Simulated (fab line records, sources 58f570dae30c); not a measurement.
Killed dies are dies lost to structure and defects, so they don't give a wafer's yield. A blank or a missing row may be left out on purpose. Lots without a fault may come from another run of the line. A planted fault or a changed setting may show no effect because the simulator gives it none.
Which tool did it? | flow berkeley_cmos170 | 14 lots, 42 wafers sampled, at 1 step of a route of 331

WHAT THE GAUGES READ, wafer by wafer
The record holds no reading of a measuring or inspecting step that can be judged against a usual standard deviation.

WHICH TOOL RAN EACH LOT (tool, then ch and the chambers of the sampled wafers, then the start)
lot  | UCB170_CONTACT_ETCH_18
L441 | rie_diel-02 ch 0,3, day 7 17:00
L440 | rie_diel-03 ch 0,2,3, day 7 17:00
L444 | rie_diel-03 ch 0,1, day 8 02:00
L446 | rie_diel-02 ch 0,1,3, day 8 04:00
L443 | rie_diel-03 ch 0,1, day 8 04:00
L445 | rie_diel-01 ch 1,2, day 8 07:00
L449 | rie_diel-01 ch 2,3, day 8 13:00
L448 | rie_diel-03 ch 0,1,2, day 8 15:00
L451 | rie_diel-01 ch 1,3, day 9 04:00
L452 | rie_diel-03 ch 0,1,3, day 9 21:00
L453 | rie_diel-01 ch 1,3, day 9 21:00
L455 | rie_diel-02 ch 1,2,3, day 10 05:00
L459 | rie_diel-01 ch 0,1,2, day 11 06:00
L460 | rie_diel-02 ch 0,1,2, day 11 06:00
- UCB170_CONTACT_ETCH_18: etches PSG in CHF3/CF4/Ar, stops on TiSi2, target depth 840 nm, time 195 s.

WHAT THE TOOLS THEMSELVES READ (means of the sampled wafers that have a number; where no wafer has one, the mark that the record gives instead)
UCB170_CONTACT_ETCH_18.
lot  | tool        | cf4_flow_sccm (sccm) | drypump_motor_current_A (A) | oes_product_au (a.u.) | rf_fwd_power_W (W) | throttle_valve_pct (%)
L441 | rie_diel-02 | 15.03                | 6.1                         | 0.877                 | 698.8              | 6.90
L440 | rie_diel-03 | 15.00                | 6.3                         | 0.891                 | 697.0              | 6.77
L444 | rie_diel-03 | 15.04                | 5.5                         | 0.900                 | 696.9              | 6.94
L446 | rie_diel-02 | 14.97                | 5.9                         | 0.881                 | 698.0              | 6.86
L443 | rie_diel-03 | 14.95                | 6.1                         | 0.886                 | 698.0              | 6.82
L445 | rie_diel-01 | 14.98                | 5.9                         | 0.895                 | 700.0              | 7.09
L449 | rie_diel-01 | 15.00                | 5.6                         | 0.906                 | 698.1              | 6.95
L448 | rie_diel-03 | 15.00                | 6.0                         | 0.888                 | 698.4              | 6.86
L451 | rie_diel-01 | 14.99                | 5.5                         | 0.907                 | 698.0              | 6.95
L452 | rie_diel-03 | 15.01                | 5.8                         | 0.912                 | 698.5              | 6.83
L453 | rie_diel-01 | 15.05                | 5.5                         | 0.907                 | 696.4              | 6.89
L455 | rie_diel-02 | 15.03                | 5.7                         | 0.693                 | 698.5              | 6.85
L459 | rie_diel-01 | 15.00                | 5.9                         | 0.894                 | 696.4              | 6.98
L460 | rie_diel-02 | 15.00                | 5.9                         | 0.696                 | 698.9              | 6.81

THE ANSWER, worked out from the rows above alone
Rule: what is usual is taken from the lots themselves. Put in order of their means at a reading, lots are off if they are a third of the lots or fewer, leave a main group of 4 or more, and stand apart from it by a gap of 3 or more times the standard deviation of the main group's means; of several such gaps the widest counts. A main group whose means are all the same, to the digits that the tables above print for the reading, isn't used. A lot without any number at a reading at which 4 lots or more have one is off too. The other lots that the step has rows for count as sound. The gauges are gone through in route order, then the tools' own readings, and for those a lot's mean is taken as printed above. The first step at which some lot is off is used, and at that step the reading that is off furthest; a lot without a number counts as furthest.
Off: L455, L460, at UCB170_CONTACT_ETCH_18 (oes_product_au). The main group: mean 0.895 a.u., standard deviation 0.011.
A tool fits if, at that step or a process step before it, it ran every lot that is off, and no sound lot after the first of them. One fits: rie_diel-02 at UCB170_CONTACT_ETCH_18. Its last sound lot is L446 (day 8 04:00), its first lot that is off L455 (day 10 05:00): a fault that began between those two fits.
The tool's own readings at UCB170_CONTACT_ETCH_18 bear it out: on the lots that are off they differ by more than 5 times the standard deviation of the sound lots' means. oes_product_au reads 0.694 a.u. there against 0.895 a.u. on the sound lots.

WHAT THE SIMULATOR HAD PUT IN
Process parameter drift: rie_diel-02, from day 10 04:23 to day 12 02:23, at UCB170_CONTACT_ETCH_18. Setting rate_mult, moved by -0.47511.
Lots struck among those shown: L455, L460. The rule above found the same.
